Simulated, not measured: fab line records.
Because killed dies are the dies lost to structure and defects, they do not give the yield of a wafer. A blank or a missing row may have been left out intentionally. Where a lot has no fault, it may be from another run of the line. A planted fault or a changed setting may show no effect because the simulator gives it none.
Lot-split experiment :: flow berkeley cmos170 :: on a route of 331 steps: 5 lots, 23 wafers read

== THE SPLIT ITSELF ==
At UCB170_PSD_EXPOSE_03 (exposes mask PSELECT MOD, target cd 1200 nm), the setting dose mj was moved away from the recipe's 30 on 8 of the 23 wafers read, by -6.2% to +5.6%. All remaining wafers had this setting at the recipe value.

== FROM THE SPLIT TO THE READING: what the file shows between them, 2 steps ==
- UCB170_PSD_PEB_04
- UCB170_PSD_DEVELOP_05: develop time 45 s

== THE READING ==
cd nm, in nm, at UCB170_PSD_CD_MEAS_06 (target cd 1200 nm). On this fab line, fault-free wafers typically give 1199.8 nm with a standard deviation of 1.2 nm.

wafer: L076.1
tool, chamber at the split: krf scanner-02, 0
dose mj as run: 30
against the recipe: recipe
cd nm, nm: 1200.8
against lot-mates on the recipe: -

wafer: L076.2
tool, chamber at the split: krf scanner-02, 0
dose mj as run: 31.69
against the recipe: +5.6%
cd nm, nm: 1211.4
against lot-mates on the recipe: +10.8

wafer: L076.3
tool, chamber at the split: krf scanner-02, 0
dose mj as run: 31.69
against the recipe: +5.6%
cd nm, nm: 1211.5
against lot-mates on the recipe: +10.9

wafer: L076.5
tool, chamber at the split: krf scanner-02, 0
dose mj as run: 31.69
against the recipe: +5.6%
cd nm, nm: 1209.8
against lot-mates on the recipe: +9.2

wafer: L076.6
tool, chamber at the split: krf scanner-02, 0
dose mj as run: 30
against the recipe: recipe
cd nm, nm: 1200.4
against lot-mates on the recipe: -

wafer: L080.1
tool, chamber at the split: krf scanner-02, 0
dose mj as run: 28.13
against the recipe: -6.2%
cd nm, nm: 1186.6
against lot-mates on the recipe: -12.2

wafer: L080.2
tool, chamber at the split: krf scanner-02, 0
dose mj as run: 30
against the recipe: recipe
cd nm, nm: 1199.9
against lot-mates on the recipe: -

wafer: L080.3
tool, chamber at the split: krf scanner-02, 0
dose mj as run: 30
against the recipe: recipe
cd nm, nm: 1198.3
against lot-mates on the recipe: -

wafer: L080.4
tool, chamber at the split: krf scanner-02, 0
dose mj as run: 30
against the recipe: recipe
cd nm, nm: 1198.3
against lot-mates on the recipe: -

wafer: L080.6
tool, chamber at the split: krf scanner-02, 0
dose mj as run: 28.13
against the recipe: -6.2%
cd nm, nm: 1187.7
against lot-mates on the recipe: -11.1

wafer: L081.2
tool, chamber at the split: krf scanner-01, 0
dose mj as run: 30.74
against the recipe: +2.5%
cd nm, nm: 1202.3
against lot-mates on the recipe: +3.3

wafer: L081.3
tool, chamber at the split: krf scanner-01, 0
dose mj as run: 30
against the recipe: recipe
cd nm, nm: 1198.5
against lot-mates on the recipe: -

wafer: L081.4
tool, chamber at the split: krf scanner-01, 0
dose mj as run: 30.74
against the recipe: +2.5%
cd nm, nm: 1202.3
against lot-mates on the recipe: +3.3

wafer: L081.5
tool, chamber at the split: krf scanner-01, 0
dose mj as run: 30.74
against the recipe: +2.5%
cd nm, nm: 1202.8
against lot-mates on the recipe: +3.8

wafer: L081.6
tool, chamber at the split: krf scanner-01, 0
dose mj as run: 30
against the recipe: recipe
cd nm, nm: 1199.5
against lot-mates on the recipe: -

wafer: L082.1
tool, chamber at the split: krf scanner-02, 0
dose mj as run: 30
against the recipe: recipe
cd nm, nm: 1199.5
against lot-mates on the recipe: -

wafer: L082.4
tool, chamber at the split: krf scanner-02, 0
dose mj as run: 30
against the recipe: recipe
cd nm, nm: 1199.1
against lot-mates on the recipe: -

wafer: L082.6
tool, chamber at the split: krf scanner-02, 0
dose mj as run: 30
against the recipe: recipe
cd nm, nm: 1200.3
against lot-mates on the recipe: -

wafer: L083.1
tool, chamber at the split: krf scanner-02, 0
dose mj as run: 30
against the recipe: recipe
cd nm, nm: 1198.0
against lot-mates on the recipe: -

wafer: L083.2
tool, chamber at the split: krf scanner-02, 0
dose mj as run: 30
against the recipe: recipe
cd nm, nm: 1198.9
against lot-mates on the recipe: -

wafer: L083.4
tool, chamber at the split: krf scanner-02, 0
dose mj as run: 30
against the recipe: recipe
cd nm, nm: 1198.6
against lot-mates on the recipe: -

wafer: L083.5
tool, chamber at the split: krf scanner-02, 0
dose mj as run: 30
against the recipe: recipe
cd nm, nm: 1200.6
against lot-mates on the recipe: -

wafer: L083.6
tool, chamber at the split: krf scanner-02, 0
dose mj as run: 30
against the recipe: recipe
cd nm, nm: 1199.2
against lot-mates on the recipe: -

THE FIT
A straight line over all 23 wafers: cd nm changes by +1.95 nm for each +1% of dose mj; r = +0.98; the points scatter about the line by 1 nm.
The same after taking each lot's own level away (the mean of its wafers on the recipe; 23 wafers): +1.82 nm for each +1%; r = +0.99; scatter 0.76 nm.
The reading moves by 11 nm for the largest change in dose mj, on that fit.
The lots' own levels span 1198.83 to 1200.60 nm, that is 1.5 times the standard deviation above.
Hence the lot-to-lot level has little effect on the slope; both slopes agree.
Check: -11.2 nm against its lot-mates is what the line predicts for one of the wafers moved furthest among these (-6.2%) when that wafer is left out of the fit. Against them it came out at -12.2 nm.

== ADDITIONAL SPLITS CARRIED BY THESE WAFERS ==
Before the reading, these wafers also passed through other splits. Each is held against what the fit with the lots' levels taken away leaves over:
other split on the same wafers: UCB170_SPACER_CVD_00 time s
wafers away from the commonest value: 11
r with cd nm (lot level and that fit taken away): -0.36

== THE FILE'S OWN FIT ==
cd nm changes by +1.82 nm for each +1% of dose mj, r = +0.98.
